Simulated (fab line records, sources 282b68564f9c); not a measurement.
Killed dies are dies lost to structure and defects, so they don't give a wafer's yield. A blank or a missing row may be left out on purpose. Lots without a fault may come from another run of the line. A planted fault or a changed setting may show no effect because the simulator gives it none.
fab line records | flow rit_cmos
record lots=6 wafers=18 last_day=7
route steps=202 shown CONTACT@172 M1@184
lots that met no fault: from a run of the same line without faults
start_h: hours from the record's first day to the start of the lot's first wafer shown | wait_h: hours since the lot's step before | " the same as in the row above | L1.1+2: a row that stands for several wafers | - no value, or no start given | * or withheld: withheld | < > ~ a bound
route shown NAME@n: a module of which the file shows steps, and the number in the route of the first | usual: mean/standard deviation of fault-free wafers | same: alike in all rows | chamber/n: place in a boat | sites: the reading at each site | _std_site: their standard deviation | _edge_site: outer sites' mean less inner sites' | radius_mm: how far each site lies from the wafer's centre | mask NAME#n: copy n | behind: the tool/chamber that last shaped the wafer | hold: why the lot was held/for how many hours/how that ended | device: the transistor (n, p or np) that didn't switch | end of line: the same wafers' tests at the end of the route | a step without rows: its recipe alone | killed: dies lost to structure and defects at the first sort, not the wafer's yield | map: a wafer's dies, x killed, . not, _ none there
set.NAME: the setting as run; set.NAME@STEP: as run at that earlier step | model.NAME: the simulator's own value behind a step, which no gauge read
lots at some steps of the route; a table a step, a row a wafer
services: from which hour (start_h, from the record's first day; less than 0 if before it) a tool's chamber was out of use, for how many hours, and why
## steps
# step RIT_CONTACT_SOFTBAKE_04
# recipe resist=NOVOLAK temp_c=90 time_s=60
# step RIT_CONTACT_EXPOSE_05
# recipe mask_id=M11 na=0.6 source_shape=conventional sigma_outer=0.5 target_cd_nm=1000 dose_mj=250
# step RIT_CONTACT_PEB_06
# recipe resist=NOVOLAK temp_c=withheld time_s=withheld
# step RIT_CONTACT_DEVELOP_07
# recipe resist=NOVOLAK develop_time_s=120 dev_temp_c=23.39
# step RIT_CONTACT_CD_MEAS_08
# recipe target_cd_nm=1000
# usual cd_nm=999.7/1.7
# columns lot.wafer tool chamber start_h wait_h cd_nm
L782.1 cd_sem-01 - 72.14 - 1001.7
L782.4 " - " " 1000.7
L782.5 " - " " 1001.5
L786.2 cd_sem-02 - 93.57 - 997.2
L786.3 " - " " 1000.3
L786.6 " - " " 996.8
L788.1 cd_sem-02 - 102.78 - 1001.4
L788.3 " - " " 1003.4
L788.4 " - " " 1001.3
L795.2 cd_sem-02 - 137.96 - 999.4
L795.5 " - " " 998.2
L795.6 " - " " 998.6
L797.1 cd_sem-02 - 147.27 - 998.9
L797.3 " - " " 999.9
L797.4 " - " " 997.4
L799.1 cd_sem-02 - 158.88 - 1000.0
L799.2 " - " " 999.2
L799.3 " - " " 997.4
# step RIT_CONTACT_OVL_MEAS_09
# usual CONTACT_OVL=0.1/1.4
# columns lot.wafer tool chamber start_h wait_h CONTACT_OVL[nm]
L782.1 overlay-02 - 72.26 0.1 3.0
L782.4 " - " " -0.6
L782.5 " - " " 1.7
L786.2 overlay-02 - 93.68 0.1 0.0
L786.3 " - " " -1.0
L786.6 " - " " 0.4
L788.1 overlay-01 - 102.90 0.1 -0.9
L788.3 " - " " 0.4
L788.4 " - " " 1.3
L795.2 overlay-01 - 138.07 0.1 1.2
L795.5 " - " " 1.2
L795.6 " - " " 3.4
L797.1 overlay-02 - 147.39 0.1 1.2
L797.3 " - " " 0.8
L797.4 " - " " 2.6
L799.1 overlay-02 - 159.00 0.1 0.4
L799.2 " - " " 1.9
L799.3 " - " " -0.2
# step RIT_CONTACT_HARDBAKE_10
# recipe resist=NOVOLAK temp_c=140 time_s=60
# step RIT_CONTACT_ETCH_11
# recipe target_depth_a=4800 over_etch_frac=0.2 stop_on=TiSi2 chemistry=CHF3/CF4/Ar target=SiO2 CHF3_flow_sccm=50 cf4_flow_sccm=10 Ar_flow_sccm=100 O2_flow_sccm=5 pressure_mtorr=100 rf_w=200 time_s=320
# usual chamber_pressure_mTorr=100.01/0.099 drypump_motor_current_A=5.7/0.33 oes_product_au=0.991/0.015 throttle_valve_pct=8.96/0.14
# columns lot.wafer tool chamber start_h wait_h chamber_pressure_mTorr drypump_motor_current_A oes_product_au rf_hours_counter_h throttle_valve_pct
L782.1 rie_diel-03 0 72.44 0.1 99.90 5.3 1.014 115 8.98
L782.4 " 3 " " 100.15 5.9 0.966 44 8.93
L782.5 " 1 " " 100.07 5.9 0.977 - 9.01
L786.2 rie_diel-04 2 93.86 0.1 99.96 6.0 0.991 37 8.83
L786.3 " 1 " " 99.95 6.0 0.992 29 8.66
L786.6 " 2 " " 100.18 6.0 1.000 - 8.80
L788.1 rie_diel-03 0 103.09 0.1 100.08 5.3 1.016 116 8.96
L788.3 " 1 " " 100.05 5.9 0.983 127 9.02
L788.4 " 3 " " 100.06 5.9 0.969 44 8.93
L795.2 rie_diel-01 3 138.25 0.1 100.00 5.6 0.983 3 9.14
L795.5 " 2 " " 100.03 5.6 1.005 - 8.89
L795.6 " 1 " " 99.95 5.3 1.007 - 8.76
L797.1 rie_diel-03 3 147.58 0.1 100.19 5.9 0.969 45 8.93
L797.3 " 0 " " 99.96 5.3 1.029 116 8.96
L797.4 " 2 " " 100.09 5.5 0.988 8 9.14
L799.1 rie_diel-01 3 159.19 0.1 100.00 5.6 0.989 3 9.16
L799.2 " 2 " " 100.18 5.6 1.011 9 8.90
L799.3 " 0 " " 99.84 6.4 0.976 1 9.01
# step RIT_CONTACT_STRIP_12
# recipe chemistry=O2 time_s=180 resist=NOVOLAK platen_temp_c=withheld power_w=500 pressure_mtorr=4000 o2_flow_sccm=4000
# usual chamber_pressure_mTorr=4000/3.5 drypump_motor_current_A=5.57/0.29
# columns lot.wafer tool chamber start_h wait_h chamber_pressure_mTorr drypump_motor_current_A rf_hours_counter_h
L782.1 plasma_asher-02 1 72.64 0.1 3993 5.72 43
L782.4 " 0 " " 3998 5.80 -
L782.5 " 1 " " 4002 5.72 -
L786.2 plasma_asher-02 1 94.05 0.1 4006 5.71 45
L786.3 " 1 " " 4003 5.72 -
L786.6 " 1 " " 4002 5.72 -
L788.1 plasma_asher-02 1 103.28 0.1 3994 5.71 46
L788.3 " 0 " " 3993 5.83 -
L788.4 " 1 " " 4001 5.72 -
L795.2 plasma_asher-01 1 138.44 0.1 3996 5.74 37
L795.5 " 1 " " 4004 5.72 -
L795.6 " 0 " " 4000 5.21 -
L797.1 plasma_asher-01 1 147.77 0.1 4006 5.75 37
L797.3 " 0 " " 4006 5.19 -
L797.4 " 1 " " 3997 5.76 -
L799.1 plasma_asher-02 0 159.38 0.1 3998 5.80 5
L799.2 " 1 " " 4001 5.69 5
L799.3 " 0 " " 4005 5.79 -
# step RIT_CONTACT_CD_MEAS_90
# recipe target_cd_nm=1000
# usual cd_nm=999.8/1.7
# columns lot.wafer tool chamber start_h wait_h cd_nm
L782.1 cd_sem-01 - 72.81 0.1 1001.6
L782.4 " - " " 1001.1
L782.5 " - " " 1001.8
L786.2 cd_sem-02 - 94.25 0.1 996.8
L786.3 " - " " 1000.5
L786.6 " - " " 997.0
L788.1 cd_sem-01 - 103.46 0.1 1001.6
L788.3 " - " " 1003.6
L788.4 " - " " 1001.3
L795.2 cd_sem-01 - 138.64 0.1 999.5
L795.5 " - " " 998.2
L795.6 " - " " 998.5
L797.1 cd_sem-01 - 147.95 0.1 998.6
L797.3 " - " " 999.9
L797.4 " - " " 997.0
L799.1 cd_sem-02 - 159.56 0.1 999.9
L799.2 " - " " 999.5
L799.3 " - " " 997.7
# step RIT_CONTACT_CLEAN_13
# recipe chemistry=SC1 mix=3:3:50 time_s=600 temp_c=75
# step RIT_CONTACT_CLEAN_14
# recipe chemistry=SC2 mix=3:3:50 time_s=600 temp_c=75 dry=n2_spin
# step RIT_M1_SPUTTER_00
# recipe material=Al target_thk_nm=400 power_w=2000 chamber_pressure_pa=0.4 gas=Ar time_s=500 substrate_temp_c=25
# usual throttle_valve_pct=30.0/1.1
# columns lot.wafer tool chamber start_h wait_h throttle_valve_pct model.Al_of_M1_SPUTTER_00.thk_nm
L782.1 pvd_sputter-04 - 73.33 0.0 29.3 394.4
L782.4 " - " " 31.3 392.9
L782.5 " - " " 29.2 392.5
L786.2 pvd_sputter-04 - 94.73 0.0 31.6 361.3
L786.3 " - " " 29.1 358.3
L786.6 " - " " 31.3 359.2
L788.1 pvd_sputter-04 - 103.93 0.0 31.3 358.8
L788.3 " - " " 29.2 363.6
L788.4 " - " " 31.5 362.1
L795.2 pvd_sputter-03 - 139.09 0.0 29.1 400.3
L795.5 " - " " 28.5 396.8
L795.6 " - " " 31.0 396.8
L797.1 pvd_sputter-03 - 148.42 0.0 28.6 397.6
L797.3 " - " " 28.4 400
L797.4 " - " " 29.6 394.3
L799.1 pvd_sputter-02 - 160.06 0.0 30.3 403.7
L799.2 " - " " 30.1 404.3
L799.3 " - " " 30.4 402.2
# step RIT_M1_RS_MEAS_01
# recipe thk_meas_gauge=four-point-probe reads=Al_of_M1_SPUTTER_00
# usual M1_AL_RS=0.0737/0.00071
# columns lot.wafer tool chamber start_h wait_h M1_AL_RS[ohm/sq]
L782.1 film_metro-04 - 73.63 0.1 0.0747
L782.4 " - " " 0.0750
L782.5 " - " " 0.0750
L786.2 film_metro-03 - 95.04 0.2 0.0814
L786.3 " - " " 0.0820
L786.6 " - " " 0.0820
L788.1 film_metro-02 - 104.25 0.2 0.0820
L788.3 " - " " 0.0808
L788.4 " - " " 0.0812
L795.2 film_metro-02 - 139.40 0.2 0.0732
L795.5 " - " " 0.0738
L795.6 " - " " 0.0738
L797.1 film_metro-04 - 148.71 0.1 0.0740
L797.3 " - " " 0.0736
L797.4 " - " " 0.0745
L799.1 film_metro-03 - 160.35 0.1 0.0726
L799.2 " - " " 0.0726
L799.3 " - " " 0.0730
# step RIT_M1_THK_MEAS_02
# recipe thk_meas_gauge=xrf reads=Al_of_M1_SPUTTER_00
# usual M1_AL_THK=406/4.7
# columns lot.wafer tool chamber start_h wait_h M1_AL_THK[nm]
L782.1 film_metro-04 - 73.75 0.1 406
L782.4 " - " " 407
L782.5 " - " " 403
L786.2 film_metro-03 - 95.15 0.1 367
L786.3 " - " " 363
L786.6 " - " " 366
L788.1 film_metro-02 - 104.37 0.1 364
L788.3 " - " " 369
L788.4 " - " " 369
L795.2 film_metro-02 - 139.51 0.1 408
L795.5 " - " " 401
L795.6 " - " " 402
L797.1 film_metro-04 - 148.83 0.1 407
L797.3 " - " " 411
L797.4 " - " " 403
L799.1 film_metro-03 - 160.47 0.1 407
L799.2 " - " " 409
L799.3 " - " " 408
# step RIT_M1_HMDS_03
# recipe prime_time_s=60 prime_temp_c=140
# step RIT_M1_PROBE_99
# usual killed_at_M0_to_M3=0.0/0.16 killed_at_front_end=7/3.1 killed_dies=7/3.1 killed_open=3.5/2.1 killed_short=3.5/2
# same gross_dies=264 killed_at_M4_up=0 killed_at_back_side=0 killed_at_contacts=0 killed_at_other=0
# columns lot.wafer tool chamber start_h wait_h killed_at_M0_to_M3 killed_at_front_end killed_dies killed_open killed_short model.etest.nwell_pinched.rs_ohm_sq model.etest.contact_pplus.end_ohm_um model.etest.diode_pplus_nwell.bv_v model.etest.vpnp.gain model.etest.diode_pplus_nwell.cj_ff_um2 model.etest.diode_pplus_comb.cj_ff_um2 model.etest.m1.rs_ohm_sq
L782.1 prober-01 - 78.57 0.1 0 14 14 10 4 337.4 42.76 6.718 1.094 1.674 1.98 0.07342
L782.4 prober-01 - 78.72 0.2 0 7 7 5 2 337.7 41.81 6.646 1.082 1.695 1.976 0.07359
L782.5 prober-01 - 78.77 0.2 0 11 11 6 5 333.6 42.37 6.627 1.081 1.697 1.984 0.07462
L786.2 prober-01 - 98.79 0.1 0 9 9 6 3 336.6 43.03 6.61 1.069 1.715 2.03 0.0802
L786.3 prober-01 - 98.84 0.2 0 2 2 2 0 335.1 42.31 6.584 1.057 1.732 2.042 0.08047
L786.6 prober-01 - 98.99 0.2 0 8 8 2 6 333.4 42.55 6.512 1.049 1.736 2.033 0.08078
L788.1 prober-01 - 107.96 0.1 1 9 10 5 5 345.4 38.41 6.905 1.286 1.6 1.914 0.08038
L788.3 prober-01 - 108.06 0.2 0 7 7 6 1 347 37.63 6.842 1.308 1.595 1.921 0.07992
L788.4 prober-01 - 108.11 0.2 0 4 4 0 4 346.8 38.69 6.885 1.281 1.601 1.921 0.08013
L795.2 prober-02 - 143.72 0.1 0 4 4 4 0 338.2 41.55 6.561 1.071 1.718 2.011 0.07203
L795.5 prober-02 - 143.87 0.2 0 6 6 2 4 341.2 42.33 6.608 1.064 1.698 2.002 0.07265
L795.6 prober-02 - 143.92 0.2 0 3 3 1 2 339.3 42.3 6.64 1.068 1.713 2.014 0.07301
L797.1 prober-02 - 152.61 0.1 0 8 8 5 3 337.9 42.16 6.602 1.063 1.727 2.026 0.07322
L797.3 prober-02 - 152.71 0.2 0 7 7 4 3 335.2 43.28 6.586 1.062 1.732 2.021 0.07226
L797.4 prober-02 - 152.76 0.2 0 4 4 3 1 339.8 42.86 6.624 1.051 1.726 2.027 0.07359
L799.1 prober-02 - 164.22 0.1 0 2 2 1 1 336 43.18 6.575 1.048 1.71 2.007 0.07222
L799.2 prober-02 - 164.27 0.1 0 5 5 3 2 338.4 43.13 6.635 1.075 1.698 2.009 0.07172
L799.3 prober-02 - 164.32 0.2 0 6 6 1 4 336.5 42.88 6.569 1.081 1.712 2.019 0.07204
# killed by level:class
L782.1 GATE:geometric_particle:open=5 FOX2:geometric_particle:open=3 GATE:geometric_particle:short=2 SILICIDE:geometric_particle:open=2 FOX1:geometric_particle:short=1 FOX2:geometric_particle:short=1
L782.4 GATE:geometric_particle:open=3 FOX1:geometric_particle:open=1 GATE:geometric_particle:short=1 SPACER:geometric_particle:short=1 SPACER:geometric_particle:open=1
L782.5 GATE:geometric_particle:short=3 REOX:geometric_particle:open=2 SILICIDE:geometric_particle:open=2 GATE:geometric_particle:open=1 SPACER:geometric_particle:short=1 SPACER:geometric_particle:open=1 SILICIDE:geometric_particle:short=1
L786.2 GATE:geometric_particle:open=3 SPACER:geometric_particle:open=2 FOX1:geometric_particle:short=1 FOX2:geometric_particle:open=1 REOX:geometric_particle:short=1 SPACER:geometric_particle:short=1
L786.3 SPACER:geometric_particle:open=2
L786.6 FOX1:geometric_particle:short=3 REOX:geometric_particle:short=3 REOX:geometric_particle:open=2
L788.1 SPACER:geometric_particle:open=2 FOX1:geometric_particle:open=1 FOX1:geometric_particle:short=1 GATE:geometric_particle:short=1 REOX:geometric_particle:open=1 SPACER:geometric_particle:short=1 SILICIDE:geometric_particle:open=1 SILICIDE:geometric_particle:short=1
L788.3 GATE:geometric_particle:open=4 FOX1:geometric_particle:open=1 GATE:geometric_particle:short=1 SPACER:geometric_particle:open=1
L788.4 GATE:geometric_particle:short=3 SILICIDE:geometric_particle:short=1
L795.2 FOX2:geometric_particle:open=1 GATE:geometric_particle:open=1 SPACER:geometric_particle:open=1 SILICIDE:geometric_particle:open=1
L795.5 FOX1:geometric_particle:short=1 FOX2:geometric_particle:short=1 GATE:geometric_particle:short=1 REOX:geometric_particle:short=1 REOX:geometric_particle:open=1 SILICIDE:geometric_particle:open=1
L795.6 FOX2:geometric_particle:short=1 SPACER:geometric_particle:short=1 SILICIDE:geometric_particle:open=1
L797.1 SPACER:geometric_particle:open=2 FOX1:geometric_particle:open=1 GATE:geometric_particle:open=1 GATE:geometric_particle:short=1 SPACER:geometric_particle:short=1 SILICIDE:geometric_particle:open=1 SILICIDE:geometric_particle:short=1
L797.3 FOX1:geometric_particle:open=2 REOX:geometric_particle:short=2 REOX:geometric_particle:open=1 SPACER:geometric_particle:short=1 SPACER:geometric_particle:open=1
L797.4 FOX1:geometric_particle:open=1 FOX2:geometric_particle:open=1 GATE:geometric_particle:open=1 GATE:geometric_particle:short=1
L799.1 GATE:geometric_particle:open=1 GATE:geometric_particle:short=1
L799.2 GATE:geometric_particle:short=2 GATE:geometric_particle:open=1 REOX:geometric_particle:open=1 SILICIDE:geometric_particle:open=1
L799.3 GATE:geometric_particle:short=4 GATE:geometric_particle:open=1 NLDD:coat_microbubble_printed=1
## services
# columns tool chamber start_h hours kind
pvd_sputter-02 - 49.36 1.4 repair
rie_diel-01 0 55.11 2.8 repair
rie_diel-01 0 57.90 - clean
rie_diel-01 0 57.90 17.9 scheduled_down
rie_diel-01 0 57.90 17.9 vent_cycle
pvd_sputter-02 - 66.16 9.6 repair
pvd_sputter-02 - 68.66 1.0 repair
plasma_asher-02 - 91.14 0.5 repair
plasma_asher-02 - 104.86 3.3 repair
plasma_asher-02 - 105.39 0.4 repair
plasma_asher-02 - 108.81 9.0 pm
plasma_asher-02 0 108.81 9.0 vent_cycle
plasma_asher-02 1 108.81 9.0 vent_cycle
rie_diel-03 0 111.88 6.7 repair
pvd_sputter-04 - 116.17 3.9 repair
plasma_asher-02 0 117.81 - clean
plasma_asher-02 1 117.81 - clean
rie_diel-04 1 117.84 48.6 repair
rie_diel-04 2 117.98 7.4 repair
rie_diel-04 2 125.64 3.9 repair
rie_diel-03 0 128.77 15.3 repair
rie_diel-04 0 146.58 7.0 repair
pvd_sputter-03 - 156.35 5.7 repair
pvd_sputter-04 - 158.75 11.4 repair
## key
first_sign step=RIT_M1_RS_MEAS_01 reading=M1_AL_RS direction=up sigmas=11 usual=0.0737 struck=0.0816
effect step=RIT_M1_THK_MEAS_02 reading=M1_AL_THK direction=down sigmas=8.4 usual=406 struck=366
model_effect step=RIT_M1_SPUTTER_00 value=Al_of_M1_SPUTTER_00.thk_nm without=399.2 struck=360.5
model_effect step=RIT_M1_PROBE_99 value=etest.nwell_pinched.rs_ohm_sq without=338.6 struck=340.7
met_at RIT_M1_SPUTTER_00
struck_wafers L786.2,L786.3,L786.6,L788.1,L788.3,L788.4
tester_left_out L788
onset_between 73.33 94.73
earlier_fault kind=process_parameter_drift tool=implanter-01 chamber=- onset_h=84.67 steps=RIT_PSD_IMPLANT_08 channel=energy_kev offset=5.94 shape=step end_h=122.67 acts_in=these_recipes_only stated=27
fault kind=process_parameter_drift tool=pvd_sputter-04 chamber=- onset_h=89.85 steps=RIT_M1_SPUTTER_00 channel=time_s offset=* shape=step acts_in=* stated=*
# tester_left_out: of these lots the tester's yield and bins aren't shown, on N5 and GAA mostly nor the transistor test; their killed dies are dies lost to structure and defects alone, not to doping, threshold or leakage, so they don't give the yield
